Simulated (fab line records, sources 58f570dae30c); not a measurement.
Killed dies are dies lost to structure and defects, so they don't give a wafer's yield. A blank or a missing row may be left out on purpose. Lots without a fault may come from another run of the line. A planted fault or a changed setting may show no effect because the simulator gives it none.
Which tool did it? | flow berkeley_cmos170 | 14 lots, 42 wafers sampled, at 2 steps of a route of 331

WHAT THE GAUGES READ, wafer by wafer
UCB170_PLDD_TW_MEAS_11.
lot  | measured     | on            | PLDD_TW
L368 | day 7 11:25  | film_metro-02 | 1010 1005 1002
L369 | day 7 23:56  | film_metro-02 | 1007 1010 1005
L371 | day 8 11:38  | film_metro-01 | 1019 1015 1018
L372 | day 8 15:07  | film_metro-01 | 1009 1019 1013
L375 | day 9 01:13  | film_metro-02 | 998 992 1001
L376 | day 9 11:04  | film_metro-02 | 995 994 989
L378 | day 9 11:25  | film_metro-03 | 991 990 988
L381 | day 10 05:47 | film_metro-02 | 1008 1005 1006
L382 | day 10 07:04 | film_metro-01 | 1012 1013 1009
L383 | day 10 07:15 | film_metro-03 | 991 996 995
L385 | day 11 07:45 | film_metro-03 | 30 30 30
L387 | day 11 08:05 | film_metro-03 | 30 30 30
L388 | day 11 21:24 | film_metro-03 | 1001 998 996
L389 | day 11 21:42 | film_metro-02 | 1001 997 1006

WHICH TOOL RAN EACH LOT (tool, then ch and the chambers of the sampled wafers, then the start)
lot  | UCB170_PLDD_DEVELOP_05
L368 | litho_track-04 ch 0, day 7 10:00
L369 | litho_track-02 ch 0, day 7 22:00
L371 | litho_track-02 ch 0, day 8 10:00
L372 | litho_track-04 ch 0, day 8 14:00
L375 | litho_track-02 ch 0, day 9 00:00
L376 | litho_track-03 ch 0, day 9 10:00
L378 | litho_track-04 ch 0, day 9 10:00
L381 | litho_track-04 ch 0, day 10 05:00
L382 | litho_track-02 ch 0, day 10 06:00
L383 | litho_track-04 ch 0, day 10 06:00
L385 | litho_track-02 ch 0, day 11 07:00
L387 | litho_track-02 ch 0, day 11 07:00
L388 | litho_track-04 ch 0, day 11 20:00
L389 | litho_track-03 ch 0, day 11 21:00
- UCB170_PLDD_DEVELOP_05: develop time 45 s.

WHAT THE TOOLS THEMSELVES READ (means of the sampled wafers that have a number; where no wafer has one, the mark that the record gives instead)
The record holds no such reading with a usual standard deviation.

THE ANSWER, worked out from the rows above alone
Rule: what is usual is taken from the lots themselves. Put in order of their means at a reading, lots are off if they are a third of the lots or fewer, leave a main group of 4 or more, and stand apart from it by a gap of 3 or more times the standard deviation of the main group's means; of several such gaps the widest counts. A main group whose means are all the same, to the digits that the tables above print for the reading, isn't used. A lot without any number at a reading at which 4 lots or more have one is off too. The other lots that the step has rows for count as sound. The gauges are gone through in route order, then the tools' own readings, and for those a lot's mean is taken as printed above. The first step at which some lot is off is used, and at that step the reading that is off furthest; a lot without a number counts as furthest.
Off: L385, L387, at UCB170_PLDD_TW_MEAS_11 (PLDD_TW). The main group: mean 1003, standard deviation 8.4.
A tool fits if, at a process step before that reading, it ran every lot that is off, and no sound lot after the first of them. The gauges at UCB170_PLDD_TW_MEAS_11 are tried like those tools. One fits: litho_track-02 at UCB170_PLDD_DEVELOP_05. Its last sound lot is L382 (day 10 06:00), its first lot that is off L385 (day 11 07:00): a fault that began between those two fits.

WHAT THE SIMULATOR HAD PUT IN
Process parameter drift: litho_track-02, from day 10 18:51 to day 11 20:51, at UCB170_PLDD_DEVELOP_05. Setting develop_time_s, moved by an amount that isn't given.
Lots struck among those shown: L385, L387. The rule above found the same.
